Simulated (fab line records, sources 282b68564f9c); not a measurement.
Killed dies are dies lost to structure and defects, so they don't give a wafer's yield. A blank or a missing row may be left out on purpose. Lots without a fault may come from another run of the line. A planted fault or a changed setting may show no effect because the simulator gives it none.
fab line records | flow rit_cmos
record lots=14 wafers=42 last_day=7
route steps=202 shown NSD@139 M1@202
lots that met no fault: from a run of the same line without faults
start_h: hours from the record's first day to the start of the lot's first wafer shown | wait_h: hours since the lot's step before | " the same as in the row above | L1.1+2: a row that stands for several wafers | - no value, or no start given | * or withheld: withheld | < > ~ a bound
route shown NAME@n: a module of which the file shows steps, and the number in the route of the first | usual: mean/standard deviation of fault-free wafers | same: alike in all rows | chamber/n: place in a boat | sites: the reading at each site | _std_site: their standard deviation | _edge_site: outer sites' mean less inner sites' | radius_mm: how far each site lies from the wafer's centre | mask NAME#n: copy n | behind: the tool/chamber that last shaped the wafer | hold: why the lot was held/for how many hours/how that ended | device: the transistor (n, p or np) that didn't switch | end of line: the same wafers' tests at the end of the route | a step without rows: its recipe alone | killed: dies lost to structure and defects at the first sort, not the wafer's yield | map: a wafer's dies, x killed, . not, _ none there
set.NAME: the setting as run; set.NAME@STEP: as run at that earlier step | model.NAME: the simulator's own value behind a step, which no gauge read
steps of the route over a sample of lots; a table a step, a row a wafer
services: from which hour (start_h, from the record's first day; less than 0 if before it) a tool's chamber was out of use, for how many hours, and why
## steps
# step RIT_NSD_IMPLANT_08
# recipe species=P energy_kev=25 dose_cm2=1e+15 tilt_deg=7
# usual dose_ions_cm2=9.999e+14/1.1e+12 end_station_pressure_torr=7.5e-06/3.9e-07 faraday_current_uA=3136/67
# columns lot.wafer tool chamber start_h wait_h dose_ions_cm2 end_station_pressure_torr faraday_current_uA
L319.1 implanter-03 0 53.31 0.1 9.979e+14 7.3e-06 3136
L319.5 " 0 " " 9.997e+14 7.6e-06 3205
L319.6 " 0 " " 1e+15 7.1e-06 3067
L320.1 implanter-02 0 60.73 0.1 9.992e+14 7.7e-06 3222
L320.2 " 0 " " 9.997e+14 7.3e-06 3123
L320.6 " 0 " " 1.001e+15 7.9e-06 3230
L322.1 implanter-03 0 66.53 0.1 1.0002e+15 6.9e-06 3136
L322.3 " 0 " " 1.0007e+15 7.1e-06 3191
L322.6 " 0 " " 1.0001e+15 8.1e-06 3203
L323.2 implanter-03 0 72.44 0.1 1.0007e+15 6.8e-06 2937
L323.4 " 0 " " 1e+15 8.2e-06 3118
L323.6 " 0 " " 1.0013e+15 8e-06 3229
L324.1 implanter-04 0 76.91 0.1 9.998e+14 7.3e-06 3209
L324.3 " 0 " " 9.995e+14 7.3e-06 3209
L324.6 " 0 " " 9.977e+14 7e-06 3156
L325.2 implanter-03 0 81.31 0.1 9.986e+14 7.2e-06 3196
L325.4 " 0 " " 1.0003e+15 7.3e-06 3092
L325.5 " 0 " " 9.981e+14 7.9e-06 3180
L327.1 implanter-02 0 94.26 0.1 9.994e+14 7.3e-06 3253
L327.5 " 0 " " 9.994e+14 7.9e-06 3117
L327.6 " 0 " " 9.999e+14 7.1e-06 3146
L328.1 implanter-03 0 97.44 0.1 9.997e+14 7.8e-06 3178
L328.2 " 0 " " 1.0015e+15 7.4e-06 3039
L328.3 " 0 " " 1.0002e+15 7.1e-06 3202
L329.1 implanter-03 0 99.35 0.1 1.0009e+15 7.5e-06 3135
L329.5 " 0 " " 1.0021e+15 8e-06 3119
L329.6 " 0 " " 1.0016e+15 7.6e-06 3116
L330.2 implanter-03 0 104.23 0.1 1.0001e+15 8.1e-06 3232
L330.4 " 0 " " 9.994e+14 7.4e-06 3180
L330.5 " 0 " " 1.0008e+15 7.7e-06 3205
L331.1 implanter-04 0 108.65 0.1 1.001e+15 7.5e-06 3262
L331.2 " 0 " " 1.0014e+15 7e-06 3083
L331.4 " 0 " " 1e+15 7.7e-06 3121
L332.1 implanter-02 0 117.74 0.1 1e+15 7.4e-06 3032
L332.4 " 0 " " 9.998e+14 7.4e-06 3254
L332.5 " 0 " " 9.991e+14 6.9e-06 3108
L338.1 implanter-04 0 147.12 0.1 4.005e+14 5.9e-06 1246
L338.2 " 0 " " 4.005e+14 6e-06 1210
L338.4 " 0 " " 3.994e+14 6e-06 1268
L339.1 implanter-04 0 149.02 0.1 4.002e+14 5.6e-06 1234
L339.2 " 0 " " 3.98e+14 6.1e-06 1272
L339.4 " 0 " " 4.003e+14 5.9e-06 1293
# step RIT_NSD_TW_MEAS_10
# usual NSD_TW=3137/40
# columns lot.wafer tool chamber start_h wait_h hold NSD_TW
L319.1 film_metro-02 - 53.63 0.1 - 3180
L319.5 " - " " - 3161
L319.6 " - " " - 3176
L320.1 film_metro-01 - 61.06 0.1 - 3174
L320.2 " - " " - 3185
L320.6 " - " " - 3180
L322.1 film_metro-03 - 66.86 0.1 - 3101
L322.3 " - " " - 3113
L322.6 " - " " - 3099
L323.2 film_metro-02 - 72.75 0.1 - 3155
L323.4 " - " " - 3177
L323.6 " - " " - 3185
L324.1 film_metro-03 - 77.24 0.1 - 3078
L324.3 " - " " - 3100
L324.6 " - " " - 3107
L325.2 film_metro-01 - 81.62 0.1 - 3138
L325.4 " - " " - 3164
L325.5 " - " " - 3171
L327.1 film_metro-03 - 94.59 0.1 - 3094
L327.5 " - " " - 3067
L327.6 " - " " - 3094
L328.1 film_metro-02 - 97.76 0.1 - 3146
L328.2 " - " " - 3166
L328.3 " - " " - 3165
L329.1 film_metro-02 - 99.68 0.1 - 3142
L329.5 " - " " - 3140
L329.6 " - " " - 3163
L330.2 film_metro-01 - 104.54 0.1 - 3159
L330.4 " - " " - 3182
L330.5 " - " " - 3169
L331.1 film_metro-01 - 108.97 0.1 - 3167
L331.2 " - " " - 3156
L331.4 " - " " - 3154
L332.1 film_metro-03 - 118.07 0.1 - 3090
L332.4 " - " " - 3065
L332.5 " - " " - 3066
L338.1 film_metro-02 - 147.45 0.1 await_dispo/0.2h/release 2523
L338.2 " - " " await_dispo/0.2h/release 2537
L338.4 " - " " await_dispo/0.2h/release 2545
L338.1 film_metro-02 - 147.68 0.2 - 2548
L338.2 " - " " - 2535
L338.4 " - " " - 2537
L339.1 film_metro-01 - 149.34 0.1 await_dispo/0.2h/release 2541
L339.2 " - " " await_dispo/0.2h/release 2543
L339.4 " - " " await_dispo/0.2h/release 2554
L339.1 film_metro-01 - 149.57 0.2 - 2541
L339.2 " - " " - 2546
L339.4 " - " " - 2540
# step RIT_SDANNEAL_RS_MEAS_05
# recipe thk_meas_gauge=four-point-probe
# usual NSD_RS=84.54/0.28
# columns lot.wafer tool chamber start_h wait_h hold NSD_RS[ohm/sq]
L319.1 film_metro-01 - 55.80 0.1 - 84.47
L319.5 " - " " - 84.55
L319.6 " - " " - 84.51
L320.1 film_metro-02 - 63.24 0.1 - 84.12
L320.2 " - " " - 84.13
L320.6 " - " " - 84.01
L322.1 film_metro-02 - 68.88 0.1 - 84.40
L322.3 " - " " - 84.55
L322.6 " - " " - 84.42
L323.2 film_metro-01 - 74.89 0.1 - 84.33
L323.4 " - " " - 84.24
L323.6 " - " " - 84.55
L324.1 film_metro-03 - 79.45 0.1 - 85.00
L324.3 " - " " - 84.57
L324.6 " - " " - 84.66
L325.2 film_metro-01 - 83.86 0.1 - 84.81
L325.4 " - " " - 84.43
L325.5 " - " " - 84.69
L327.1 film_metro-02 - 96.75 0.1 - 84.64
L327.5 " - " " - 84.79
L327.6 " - " " - 84.73
L328.1 film_metro-01 - 100.05 0.1 - 84.52
L328.2 " - " " - 84.49
L328.3 " - " " - 84.82
L329.1 film_metro-02 - 101.72 0.1 - 84.83
L329.5 " - " " - 84.83
L329.6 " - " " - 84.92
L330.2 film_metro-01 - 106.75 0.1 - 84.98
L330.4 " - " " - 84.52
L330.5 " - " " - 84.99
L331.1 film_metro-02 - 111.35 0.1 - 84.35
L331.2 " - " " - 84.46
L331.4 " - " " - 84.10
L332.1 film_metro-01 - 120.60 0.1 - 85.05
L332.4 " - " " - 84.86
L332.5 " - " " - 84.48
L338.1 film_metro-02 - 152.65 0.1 await_dispo/0.2h/release 175.36
L338.2 " - " " await_dispo/0.2h/release 174.84
L338.4 " - " " await_dispo/0.2h/release 174.12
L338.1 film_metro-02 - 152.93 0.3 - 175.56
L338.2 " - " " - 174.53
L338.4 " - " " - 173.89
L339.1 film_metro-02 - 160.10 0.1 await_dispo/0.2h/release 176.52
L339.2 " - " " await_dispo/0.2h/release 175.42
L339.4 " - " " await_dispo/0.2h/release 176.35
L339.1 film_metro-02 - 160.38 0.3 - 176.74
L339.2 " - " " - 175.69
L339.4 " - " " - 176.98
# step RIT_M1_PROBE_99
# usual defect_limited_yield=97.3/1 killed_at_M0_to_M3=0.0/0.23 killed_at_contacts=0.1/0.34 killed_at_front_end=6.9/2.8 killed_dies=7.1/2.8 killed_open=3.4/1.9 killed_short=3.6/1.7 sort_bin_3_pad_short=0.1/0.21 sort_bin_5_function=1.6/0.75 sort_bin_6_memory=0.9/0.64 sort_n_pass=256.9/2.8 sort_yield_pct=97.3/1
# same gross_dies=264 killed_at_M4_up=0 killed_at_back_side=0 killed_at_other=0
# columns lot.wafer tool chamber start_h wait_h defect_limited_yield[%] killed_at_M0_to_M3 killed_at_contacts killed_at_front_end killed_dies killed_open killed_short sort_bin_3_pad_short[%] sort_bin_5_function[%] sort_bin_6_memory[%] sort_n_pass sort_yield_pct[%]
L319.1 prober-01 - 63.51 0.1 98.5 0 0 4 4 1 3 0 0.8 0.8 260.0 98.5
L319.5 prober-01 - 63.71 0.2 94.7 0 0 14 14 4 10 0 4.2 1.1 250.0 94.7
L319.6 prober-01 - 63.76 0.2 96.6 0 1 8 9 5 4 0 2.3 1.1 255.0 96.6
L320.1 prober-02 - 70.86 0.1 97.7 0 0 6 6 1 5 0 1.1 1.1 258.0 97.7
L320.2 prober-02 - 70.91 0.1 95.8 0 0 11 11 6 5 0 3.0 1.1 253.0 95.8
L320.6 prober-02 - 71.11 0.2 97.0 0 0 8 8 6 2 0 1.5 1.5 256.0 97.0
L322.1 prober-02 - 76.22 0.1 98.1 0 0 5 5 1 4 0.4 0.4 1.1 259.0 98.1
L322.3 prober-02 - 76.32 0.2 98.1 0 0 5 5 1 4 0 0.8 1.1 259.0 98.1
L322.6 prober-02 - 76.47 0.2 97.3 0 0 7 7 4 3 0 0.8 1.9 257.0 97.3
L323.2 prober-01 - 82.16 0.1 98.1 0 0 5 5 2 3 0 1.9 0 259.0 98.1
L323.4 prober-01 - 82.26 0.2 97.7 0 0 6 6 4 2 0.4 1.1 0.8 258.0 97.7
L323.6 prober-01 - 82.36 0.2 97.3 0 0 7 7 3 4 0.4 1.1 1.1 257.0 97.3
L324.1 prober-02 - 86.58 0.1 97.0 0 0 8 8 3 5 0 1.9 1.1 256.0 97.0
L324.3 prober-02 - 86.68 0.2 97.0 0 0 8 8 2 6 0 2.3 0.8 256.0 97.0
L324.6 prober-02 - 86.83 0.2 97.0 0 0 8 8 4 4 0.4 2.3 0.4 256.0 97.0
L325.2 prober-01 - 91.17 0.1 98.1 0 0 5 5 3 2 0 1.1 0.8 259.0 98.1
L325.4 prober-01 - 91.27 0.2 96.2 0 0 10 10 3 7 0.4 2.3 1.1 254.0 96.2
L325.5 prober-01 - 91.32 0.2 98.5 0 0 4 4 2 2 0 0.8 0.8 260.0 98.5
L327.1 prober-01 - 104.25 0.1 97.7 0 0 6 6 3 3 0 1.1 1.1 258.0 97.7
L327.5 prober-01 - 104.45 0.2 97.7 0 0 6 6 3 3 0.8 1.5 0 258.0 97.7
L327.6 prober-01 - 104.50 0.2 96.6 0 0 9 9 6 3 0 1.9 1.5 255.0 96.6
L328.1 prober-02 - 107.43 0.1 97.0 1 0 7 8 3 5 0 1.1 1.9 256.0 97.0
L328.2 prober-02 - 107.48 0.1 97.3 0 0 7 7 4 3 0 2.3 0.4 257.0 97.3
L328.3 prober-02 - 107.53 0.2 97.3 0 0 7 7 3 4 0 1.9 0.8 257.0 97.3
L329.1 prober-01 - 109.29 0.1 97.7 0 0 6 6 2 4 0 0.8 1.5 258.0 97.7
L329.5 prober-01 - 109.49 0.2 96.2 0 1 9 10 6 3 0 1.1 2.7 254.0 96.2
L329.6 prober-01 - 109.54 0.2 96.6 1 2 6 9 2 4 0 1.5 1.9 255.0 96.6
L330.2 prober-02 - 114.19 0.1 97.7 0 0 6 6 4 2 0 1.1 1.1 258.0 97.7
L330.4 prober-02 - 114.29 0.2 98.5 0 0 4 4 4 0 0 0.8 0.8 260.0 98.5
L330.5 prober-02 - 114.34 0.2 97.0 0 0 8 8 3 5 0.4 2.3 0.4 256.0 97.0
L331.1 prober-01 - 118.81 0.1 97.0 0 0 8 8 3 5 0 1.9 1.1 256.0 97.0
L331.2 prober-01 - 118.86 0.1 97.0 0 0 8 8 3 5 0.8 1.1 1.1 256.0 97.0
L331.4 prober-01 - 118.96 0.2 96.6 0 0 9 9 2 7 0 1.9 1.5 255.0 96.6
L332.1 prober-02 - 128.48 0.1 99.2 0 1 1 2 1 1 0 0.4 0.4 262.0 99.2
L332.4 prober-02 - 128.63 0.2 97.0 0 0 8 8 4 4 0.4 1.5 1.1 256.0 97.0
L332.5 prober-02 - 128.68 0.2 97.7 0 0 6 6 1 5 0.4 1.9 0 258.0 97.7
# killed by level:class
L319.1 GATE:geometric_particle:short=1 REOX:geometric_particle:short=1 SPACER:geometric_particle:open=1 SPACER:geometric_particle:short=1
L319.5 GATE:geometric_particle:short=3 SPACER:geometric_particle:short=3 FOX1:geometric_particle:open=2 SILICIDE:geometric_particle:short=2 FOX1:geometric_particle:short=1 GATE:geometric_particle:open=1 REOX:geometric_particle:short=1 SPACER:geometric_particle:open=1
L319.6 FOX1:geometric_particle:short=2 SPACER:geometric_particle:open=2 FOX2:geometric_particle:open=1 FOX2:geometric_particle:short=1 REOX:geometric_particle:open=1 REOX:geometric_particle:short=1 CONTACT:geometric_particle:open=1
L320.1 FOX1:geometric_particle:short=2 SILICIDE:geometric_particle:short=2 FOX1:geometric_particle:open=1 REOX:geometric_particle:short=1
L320.2 REOX:geometric_particle:open=3 GATE:geometric_particle:short=2 GATE:geometric_particle:open=2 SILICIDE:geometric_particle:short=2 FOX2:geometric_particle:open=1 SPACER:geometric_particle:short=1
L320.6 REOX:geometric_particle:open=3 FOX1:geometric_particle:open=1 GATE:geometric_particle:open=1 GATE:geometric_particle:short=1 REOX:geometric_particle:short=1 SILICIDE:geometric_particle:open=1
L322.1 GATE:geometric_particle:short=2 FOX1:geometric_particle:short=1 GATE:geometric_particle:open=1 REOX:geometric_particle:short=1
L322.3 FOX1:geometric_particle:short=1 GATE:geometric_particle:short=1 GATE:geometric_particle:open=1 SPACER:geometric_particle:short=1 SILICIDE:geometric_particle:short=1
L322.6 REOX:geometric_particle:open=4 GATE:geometric_particle:short=1 REOX:geometric_particle:short=1 SPACER:geometric_particle:short=1
L323.2 GATE:geometric_particle:short=3 GATE:geometric_particle:open=1 REOX:geometric_particle:open=1
L323.4 GATE:geometric_particle:open=2 FOX2:geometric_particle:short=1 FOX2:geometric_particle:open=1 REOX:geometric_particle:short=1 SILICIDE:geometric_particle:open=1
L323.6 FOX1:geometric_particle:short=2 FOX2:geometric_particle:open=2 GATE:geometric_particle:short=1 SPACER:geometric_particle:short=1 SILICIDE:geometric_particle:open=1
L324.1 GATE:geometric_particle:short=3 REOX:geometric_particle:short=2 FOX2:geometric_particle:open=1 GATE:geometric_particle:open=1 SPACER:geometric_particle:open=1
L324.3 GATE:geometric_particle:short=3 GATE:geometric_particle:open=2 REOX:geometric_particle:short=2 FOX1:geometric_particle:short=1
L324.6 REOX:geometric_particle:short=2 FOX1:geometric_particle:open=1 GATE:geometric_particle:open=1 SPACER:geometric_particle:open=1 SPACER:geometric_particle:short=1 SILICIDE:geometric_particle:short=1 SILICIDE:geometric_particle:open=1
L325.2 SPACER:geometric_particle:open=3 FOX2:geometric_particle:short=1 GATE:geometric_particle:short=1
L325.4 SILICIDE:geometric_particle:short=3 GATE:geometric_particle:open=2 GATE:geometric_particle:short=2 REOX:geometric_particle:short=1 SPACER:geometric_particle:open=1 SPACER:geometric_particle:short=1
L325.5 FOX2:geometric_particle:short=1 FOX2:geometric_particle:open=1 GATE:geometric_particle:open=1 REOX:geometric_particle:short=1
L327.1 FOX1:geometric_particle:open=2 FOX1:geometric_particle:short=1 GATE:geometric_particle:short=1 REOX:geometric_particle:open=1 REOX:geometric_particle:short=1
L327.5 SILICIDE:geometric_particle:short=2 FOX1:geometric_particle:open=1 FOX2:geometric_particle:short=1 GATE:geometric_particle:open=1 SPACER:geometric_particle:open=1
L327.6 GATE:geometric_particle:open=6 FOX2:geometric_particle:short=1 REOX:geometric_particle:short=1 SILICIDE:geometric_particle:short=1
L328.1 GATE:geometric_particle:short=3 FOX1:geometric_particle:open=1 GATE:geometric_particle:open=1 REOX:geometric_particle:short=1 SPACER:geometric_particle:open=1 M1:geometric_particle:short=1
L328.2 REOX:geometric_particle:short=2 FOX1:geometric_particle:short=1 FOX2:geometric_particle:open=1 GATE:geometric_particle:open=1 REOX:geometric_particle:open=1 SILICIDE:geometric_particle:open=1
L328.3 REOX:geometric_particle:open=3 GATE:geometric_particle:short=2 SPACER:geometric_particle:short=1 SILICIDE:geometric_particle:short=1
L329.1 REOX:geometric_particle:short=2 SPACER:geometric_particle:short=2 GATE:geometric_particle:open=1 SPACER:geometric_particle:open=1
L329.5 SPACER:geometric_particle:open=3 FOX2:geometric_particle:open=2 SILICIDE:geometric_particle:short=2 FOX2:geometric_particle:short=1 SILICIDE:geometric_particle:open=1 CONTACT:coat_microbubble_printed=1
L329.6 FOX2:geometric_particle:short=2 CONTACT:coat_microbubble_printed=2 FOX2:geometric_particle:open=1 GATE:geometric_particle:short=1 REOX:geometric_particle:open=1 SILICIDE:geometric_particle:short=1 M1:coat_microbubble_printed=1
L330.2 FOX1:geometric_particle:open=1 FOX1:geometric_particle:short=1 GATE:geometric_particle:open=1 SPACER:geometric_particle:open=1 SPACER:geometric_particle:short=1 SILICIDE:geometric_particle:open=1
L330.4 GATE:geometric_particle:open=2 REOX:geometric_particle:open=1 SILICIDE:geometric_particle:open=1
L330.5 SILICIDE:geometric_particle:short=3 GATE:geometric_particle:short=2 GATE:geometric_particle:open=2 REOX:geometric_particle:open=1
L331.1 GATE:geometric_particle:short=3 FOX1:geometric_particle:open=1 FOX1:geometric_particle:short=1 FOX2:geometric_particle:open=1 GATE:geometric_particle:open=1 SILICIDE:geometric_particle:short=1
L331.2 GATE:geometric_particle:short=3 SPACER:geometric_particle:open=2 FOX2:geometric_particle:short=1 GATE:geometric_particle:open=1 SPACER:geometric_particle:short=1
L331.4 SPACER:geometric_particle:short=3 GATE:geometric_particle:short=2 FOX2:geometric_particle:short=1 GATE:geometric_particle:open=1 SPACER:geometric_particle:open=1 SILICIDE:geometric_particle:short=1
L332.1 FOX1:geometric_particle:short=1 CONTACT:geometric_particle:open=1
L332.4 GATE:geometric_particle:short=2 SILICIDE:geometric_particle:open=2 FOX1:geometric_particle:short=1 REOX:geometric_particle:open=1 SPACER:geometric_particle:open=1 SPACER:geometric_particle:short=1
L332.5 GATE:geometric_particle:short=2 REOX:geometric_particle:short=1 SPACER:geometric_particle:short=1 SPACER:geometric_particle:open=1 SILICIDE:geometric_particle:short=1
## services
# columns tool chamber start_h hours kind
implanter-02 - 63.05 8.7 repair
implanter-04 - 66.61 0.9 repair
implanter-02 - 71.75 4.6 pm
implanter-02 - 74.58 5.2 repair
implanter-03 - 75.54 5.0 repair
implanter-03 - 85.00 4.1 repair
implanter-04 - 89.28 13.6 repair
implanter-04 - 92.22 3.7 repair
implanter-02 - 94.75 9.8 pm
implanter-03 - 121.39 1.0 repair
## key
first_sign step=RIT_NSD_IMPLANT_08 reading=dose_ions_cm2 direction=down sigmas=99+ usual=9.999e+14 struck=3.998e+14
effect step=RIT_NSD_IMPLANT_08 reading=faraday_current_uA direction=down sigmas=28 usual=3136 struck=1254
effect step=RIT_NSD_TW_MEAS_10 reading=visit direction=added
effect step=RIT_NSD_TW_MEAS_10 reading=NSD_TW direction=down sigmas=15 usual=3137 struck=2540
effect step=RIT_SDANNEAL_RS_MEAS_05 reading=visit direction=added
effect step=RIT_SDANNEAL_RS_MEAS_05 reading=NSD_RS direction=up sigmas=99+ usual=84.54 struck=175.44
met_at RIT_NSD_IMPLANT_08
struck_lots L338,L339
scrapped_behind RIT_SDANNEAL_RS_MEAS_05 L338.1,L338.2,L338.4,L339.1,L339.2,L339.4
onset_between 108.65 147.12
fault kind=process_parameter_drift tool=implanter-04 chamber=- onset_h=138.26 steps=RIT_NSD_IMPLANT_08 channel=dose_cm2 offset=-6e+14 shape=step end_h=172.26 acts_in=these_recipes_only stated=1e+15
